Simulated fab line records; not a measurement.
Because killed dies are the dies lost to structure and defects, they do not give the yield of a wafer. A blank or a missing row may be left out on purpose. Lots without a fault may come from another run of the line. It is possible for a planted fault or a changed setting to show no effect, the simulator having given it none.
Comparing a struck lot with a sound one | flow berkeley_cmos170 | 31 out of 331 route steps
Sound: the wafers L569.2, L569.4, L569.5. The struck wafers were L567.1, L567.5, L567.6. The cause comes at the end.
For every step that has rows: the tool of each side, followed by ch and its chambers, followed by its first start. Under that, the readings that differ: sound wafers | struck wafers | difference of the means | sigmas: that difference in standard deviations of wafers without a fault.
alike: same words and numbers on both sides, and readings whose means sit less than 2 such deviations apart. not compared: any withheld reading, any reading some wafer has no value for, any bound like >300 that may hide the same value, and any number with overlapping values for which the record gives no deviation.
Wherever a step has rows on one side only, a row that says differs or no value, or a row with sigmas, the two part there. Numbers that have no deviation but don't overlap get no sigmas and don't part them. A reading that every wafer of one side lacks parts them only if that side has two wafers or more.

first, 1 step without rows for these wafers: UCB170_SDANNEAL_RTA_01 (time 5 s).
UCB170_SDANNEAL_RS_MEAS_02: measurement is done with a four-point probe.
  sound: film_metro-04 at day 8 01:31; struck: film_metro-01 at day 7 23:43
  alike: PSD_RS
UCB170_SDANNEAL_RS_MEAS_03: measurement is done with a four-point probe.
  sound: film_metro-04 at day 8 01:38; struck: film_metro-01 at day 7 23:50
  alike: NSD_RS
UCB170_SDANNEAL_RS_MEAS_04: measurement is done with a four-point probe.
  sound: film_metro-04 at day 8 01:45; struck: film_metro-01 at day 7 23:58
  alike: PLDD_RS
UCB170_SDANNEAL_RS_MEAS_05: measurement is done with a four-point probe.
  sound: film_metro-04 at day 8 01:52; struck: film_metro-01 at day 8 00:05
  reading          | sound             | struck            | difference | sigmas
  NLDD_RS (ohm/sq) | 620.2 620.9 620.1 | 615.7 617.1 616.5 | -4.0       | -2
then, 1 step without rows for these wafers: UCB170_SILICIDE_PRE_CLEAN_00 (preclean etch time 60 s).
UCB170_SILICIDE_SPUTTER_01: material Ti, target thk 30 nm, time 25 s.
  sound: pvd_sputter-02 at day 8 02:02; struck: pvd_sputter-01 at day 8 00:16
  alike: chamber_pressure_pa, throttle_valve_pct
UCB170_SILICIDE_RS_MEAS_02: measurement is done with a four-point probe.
  sound: film_metro-01 at day 8 02:05; struck: film_metro-03 at day 8 00:18
  alike: SILICIDE_TI_RS
UCB170_SILICIDE_THK_MEAS_03: measures by xrf.
  sound: film_metro-01 at day 8 02:11; struck: film_metro-03 at day 8 00:25
  alike: SILICIDE_TI_THK
UCB170_SILICIDE_RTA_04: time 15 s.
  sound on rtp_anneal-02 ch 0, day 8 02:16; struck on rtp_anneal-02 ch 0, day 8 00:29
  alike: lamp_power_pct, wafer_temp_C_max
then, 2 steps without rows for these wafers: UCB170_SILICIDE_WET_ETCH_05 (etches Ti in SPM, time 45 s); UCB170_CONTACT_CLEAN_00 (cleans in SPM, time 600 s).
UCB170_CONTACT_CVD_01: deposits PSG from SiH4/O2/PH3, target thk 700 nm, time 2876 s.
  sound on lpcvd-01 ch 1, day 8 02:36; struck on lpcvd-02 ch 1, day 8 01:53
  reading                                 | sound             | struck            | difference | sigmas
  pressure_mtorr (mTorr)                  | 300.0 300.4 300.2 | 449.7 449.2 450.2 | +149.5     | +99 or more
  model.PSG_of_CONTACT_CVD_01.thk_nm (nm) | 719.5 716.2 715.3 | 882.1 888.9 889.8 | +169.9     |
  alike: sih4_flow_sccm
UCB170_CONTACT_THK_MEAS_02:
  sound: film_metro-03 at day 8 04:24; struck: film_metro-01 at day 8 04:33
  reading              | sound       | struck      | difference | sigmas
  CONTACT_PSG_THK (nm) | 720 716 715 | 882 889 891 | +170       | +26
then, 3 steps without rows for these wafers: UCB170_CONTACT_HMDS_03 (prime time 60 s); UCB170_CONTACT_COAT_04 (resist thk 900 nm); UCB170_CONTACT_SOFTBAKE_05 (time 60 s).
UCB170_CONTACT_STRIP_06: strips in O2.
  sound on plasma_asher-01 ch 0,1, day 8 04:55; struck on plasma_asher-03 ch 0,1, day 8 05:04
  alike: drypump_motor_current_A, oes_product_au, strip_time_to_endpoint_s
  not compared: rf_hours_counter_h
then, 1 step without rows for these wafers: UCB170_CONTACT_CLEAN_07 (cleans in SPM, time 600 s).
UCB170_CONTACT_RTA_08: time 10 s.
  sound on rtp_anneal-02 ch 0, day 8 05:28; struck on rtp_anneal-01 ch 0, day 8 05:27
  alike: lamp_power_pct, wafer_temp_C_max
then, 6 steps without rows for these wafers: UCB170_CONTACT_COAT_09; UCB170_CONTACT_COAT_10 (resist thk 900 nm); UCB170_CONTACT_SOFTBAKE_11 (time 60 s); UCB170_CONTACT_EXPOSE_12 (exposes mask CONT, target cd 700 nm); UCB170_CONTACT_PEB_13; UCB170_CONTACT_DEVELOP_14 (develop time 45 s).
UCB170_CONTACT_CD_MEAS_15: target cd 700 nm.
  sound: cd_sem-01 at day 8 06:31; struck: cd_sem-01 at day 8 06:45
  alike: cd_nm
UCB170_CONTACT_OVL_MEAS_16:
  sound: overlay-02 at day 8 06:38; struck: overlay-01 at day 8 06:52
  alike: CONTACT_OVL
then, 1 step without rows for these wafers: UCB170_CONTACT_ETCH_17 (etches BARC in N2/H2).
UCB170_CONTACT_ETCH_18: etches PSG in CHF3/CF4/Ar, stops on TiSi2, target depth 840 nm, time 195 s.
  sound on rie_diel-02 ch 2,3; struck on rie_diel-04 ch 0,3
  reading                             | sound             | struck            | difference | sigmas
  oes_product_au (a.u.)               | 0.884 0.897 0.896 | 1.014 1.003 0.991 | +0.110     | +8
  model.CONTACT.feature_depth_nm (nm) | 719.5 716.2 715.3 | 825.8 823.9 847.6 | +115.4     |
  model.etch.depth_nm (nm)            | 719.5 716.2 715.3 | 825.8 823.9 847.6 | +115.4     |
  alike: cf4_flow_sccm, drypump_motor_current_A, throttle_valve_pct
  not compared: rf_hours_counter_h
UCB170_CONTACT_STRIP_19: strips in O2.
  sound on plasma_asher-02 ch 0,1, day 8 06:49; struck on plasma_asher-03 ch 0,1, day 8 07:04
  alike: drypump_motor_current_A, oes_product_au
  not compared: rf_hours_counter_h

## WHERE THEY PART
Last at UCB170_CONTACT_ETCH_18 as far as this record goes, first at UCB170_SDANNEAL_RS_MEAS_05. Later steps at which nothing parts them and some readings are alike: UCB170_CONTACT_STRIP_19.

WHY: what had been put in by the simulator
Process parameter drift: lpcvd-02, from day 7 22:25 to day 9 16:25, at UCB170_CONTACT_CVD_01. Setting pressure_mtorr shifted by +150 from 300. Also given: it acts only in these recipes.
